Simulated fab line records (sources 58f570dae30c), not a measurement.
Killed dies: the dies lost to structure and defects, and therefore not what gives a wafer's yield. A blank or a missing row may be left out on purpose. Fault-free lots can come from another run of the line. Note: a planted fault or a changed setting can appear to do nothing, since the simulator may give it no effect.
Which of the tools did it? | flow berkeley_cmos170 | 33 wafers from 11 lots sampled at 5 of the route's 331 steps

WHAT THE GAUGES SHOWED, per wafer
UCB170_ACTIVE_THK_MEAS_03.
lot  | measured    | on            | ACTIVE_OXIDE_THK (nm)
L271 | day 3 16:18 | film_metro-01 | 25.8 25.8 25.9
L272 | day 4 06:34 | film_metro-01 | 25.8 26.3 25.4
L274 | day 4 13:19 | film_metro-03 | 25.9 25.7 26.0
L278 | day 5 22:37 | film_metro-03 | 26.3 25.7 25.9
L284 | day 6 22:43 | film_metro-02 | 26.6 26.9 26.4
L286 | day 7 08:14 | film_metro-01 | 25.9 25.8 26.3
L288 | day 7 18:14 | film_metro-03 | 27.2 27.0 26.8
L290 | day 8 07:56 | film_metro-03 | 25.5 25.6 25.8
L292 | day 8 08:01 | film_metro-03 | 26.3 26.1 26.2
L293 | day 8 13:04 | film_metro-03 | 26.3 26.6 26.8
L294 | day 9 01:41 | film_metro-01 | 26.2 25.8 25.6

UCB170_ACTIVE_CD_MEAS_13 targets a cd of 1200 nm.
lot  | measured    | on        | cd_nm (nm)
L271 | day 3 23:07 | cd_sem-01 | 1201.2 1202.4 1201.2
L272 | day 4 14:46 | cd_sem-02 | 1200.4 1201.3 1200.9
L274 | day 5 00:28 | cd_sem-02 | 1198.6 1198.7 1199.9
L278 | day 6 06:37 | cd_sem-01 | 1191.0 1182.4 1191.0 1191.4 1182.0 1191.4
L284 | day 7 05:24 | cd_sem-01 | 1201.5 1201.0 1201.4
L286 | day 7 16:16 | cd_sem-02 | 1200.3 1199.3 1198.5
L288 | day 8 01:15 | cd_sem-02 | 1201.1 1201.9 1200.8
L290 | day 8 18:01 | cd_sem-02 | 1198.6 1198.7 1199.4
L292 | day 8 17:56 | cd_sem-02 | 1200.3 1200.3 1200.5
L293 | day 8 21:23 | cd_sem-02 | 1201.6 1201.4 1201.3
L294 | day 9 10:58 | cd_sem-01 | 1202.8 1201.2 1201.4

UCB170_PLDD_CD_MEAS_06 targets a cd of 1200 nm.
lot  | measured     | on        | cd_nm (nm)
L271 | day 6 16:35  | cd_sem-02 | 1200.8 1201.3 1200.7
L272 | day 7 00:44  | cd_sem-02 | 1198.7 1198.6 1198.5
L274 | day 7 02:49  | cd_sem-01 | 1199.0 1198.9 1199.6
L278 | day 8 08:14  | cd_sem-02 | 1199.2 1197.8 1199.0
L284 | day 9 02:22  | cd_sem-02 | 1198.9 1199.2 1198.8
L286 | day 9 17:30  | cd_sem-02 | 1198.3 1197.7 1198.4
L288 | day 10 04:09 | cd_sem-02 | 1201.2 1199.0 1200.0
L290 | day 10 16:46 | cd_sem-02 | 1200.8 1202.0 1201.2
L292 | day 10 15:40 | cd_sem-01 | 1199.2 1198.0 1198.4
L293 | day 10 15:29 | cd_sem-01 | 1198.6 1198.9 1200.0
L294 | day 11 10:37 | cd_sem-01 | 1203.1 1202.5 1202.6

TOOL THAT RAN EACH LOT (tool first, then ch and the chambers of the sampled wafers, then the start)
lot  | UCB170_ACTIVE_EXPOSE_10          | UCB170_GATE_ETCH_14
L271 | krf_scanner-02 ch 0, day 3 22:43 | rie_diel-02 ch 0,3, day 6 13:07
L272 | krf_scanner-02 ch 0, day 4 14:22 | rie_diel-04 ch 0,1,2, day 6 22:59
L274 | krf_scanner-02 ch 0, day 5 00:04 | rie_diel-02 ch 1,2, day 7 00:50
L278 | krf_scanner-01 ch 0, day 6 06:07 | rie_diel-02 ch 0,1, day 8 06:05
L284 | krf_scanner-02 ch 0, day 7 04:21 | rie_diel-03 ch 0,2, day 9 00:27
L286 | krf_scanner-02 ch 0, day 7 15:52 | rie_diel-03 ch 0,1,3, day 9 15:30
L288 | krf_scanner-02 ch 0, day 8 00:52 | rie_diel-03 ch 0,1,3, day 10 02:07
L290 | krf_scanner-02 ch 0, day 8 17:16 | rie_diel-04 ch 0,1,3, day 10 13:59
L292 | krf_scanner-02 ch 0, day 8 17:11 | rie_diel-04 ch 0,1, day 10 13:49
L293 | krf_scanner-01 ch 0, day 8 21:00 | rie_diel-03 ch 0,1, day 10 13:16
L294 | krf_scanner-02 ch 0, day 9 10:34 | rie_diel-02 ch 0,1,2, day 11 08:31
- UCB170_ACTIVE_EXPOSE_10: exposes mask ACTIVE, target cd 1200 nm.
- UCB170_GATE_ETCH_14: etches BARC in N2/H2.

AS READ BY THE TOOLS THEMSELVES (means over the sampled wafers that have a number; for cases with no such wafer, the mark the record gives instead)
UCB170_ACTIVE_EXPOSE_10.
lot  | tool           | exposure_dose_mJ_cm2
L271 | krf_scanner-02 | 19.693
L272 | krf_scanner-02 | 19.724
L274 | krf_scanner-02 | 19.740
L278 | krf_scanner-01 | 19.462
L284 | krf_scanner-02 | 19.711
L286 | krf_scanner-02 | 19.691
L288 | krf_scanner-02 | 19.716
L290 | krf_scanner-02 | 19.729
L292 | krf_scanner-02 | 19.704
L293 | krf_scanner-01 | 19.716
L294 | krf_scanner-02 | 19.691

UCB170_GATE_ETCH_14.
lot  | tool        | drypump_motor_current_A (A) | oes_product_au (a.u.) | throttle_valve_pct (%)
L271 | rie_diel-02 | 5.2                         | 0.996                 | 13.39
L272 | rie_diel-04 | 5.8                         | 0.993                 | 13.27
L274 | rie_diel-02 | 5.6                         | 1.002                 | 13.18
L278 | rie_diel-02 | 5.1                         | 1.012                 | 13.32
L284 | rie_diel-03 | 6.1                         | 0.986                 | 13.42
L286 | rie_diel-03 | 6.0                         | 0.990                 | 13.25
L288 | rie_diel-03 | 6.0                         | 0.990                 | 13.24
L290 | rie_diel-04 | 5.8                         | 0.999                 | 13.31
L292 | rie_diel-04 | 6.1                         | 0.994                 | 13.33
L293 | rie_diel-03 | 6.5                         | 0.997                 | 13.24
L294 | rie_diel-02 | 5.4                         | 1.007                 | 13.19

THE ANSWER, worked out from the rows above alone
Rule: the lots themselves supply what counts as usual. Put in order of their means at a reading, lots are off if they are a third of the lots or fewer, leave a main group of 4 or more, and stand apart from it by a gap of 3 or more times the standard deviation of the main group's means; of several such gaps the widest counts. A main group is skipped when, at the precision printed for the reading in the tables above, its means are all equal. A lot without any number at a reading at which 4 lots or more have one is off too. All remaining lots with rows at the step are treated as sound. First the gauges in route order, then the tools' own readings, where a lot's mean is used as printed above. The first step at which some lot is off is used, and at that step the reading that is off furthest; a lot without a number counts as furthest.
Off: L278, at UCB170_ACTIVE_CD_MEAS_13 (cd_nm). The main group: mean 1200.6 nm, standard deviation 1.
If a tool, at a process step before that reading, ran all the lots that are off and no sound lot after the first of them, it fits. Not tried: the gauges at UCB170_ACTIVE_CD_MEAS_13; whatever is off there is also off at UCB170_ACTIVE_EXPOSE_10, on other tools, and gauge error can't account for it. Of those tried, none fits.

WHAT HAD BEEN PUT IN BY THE SIMULATOR
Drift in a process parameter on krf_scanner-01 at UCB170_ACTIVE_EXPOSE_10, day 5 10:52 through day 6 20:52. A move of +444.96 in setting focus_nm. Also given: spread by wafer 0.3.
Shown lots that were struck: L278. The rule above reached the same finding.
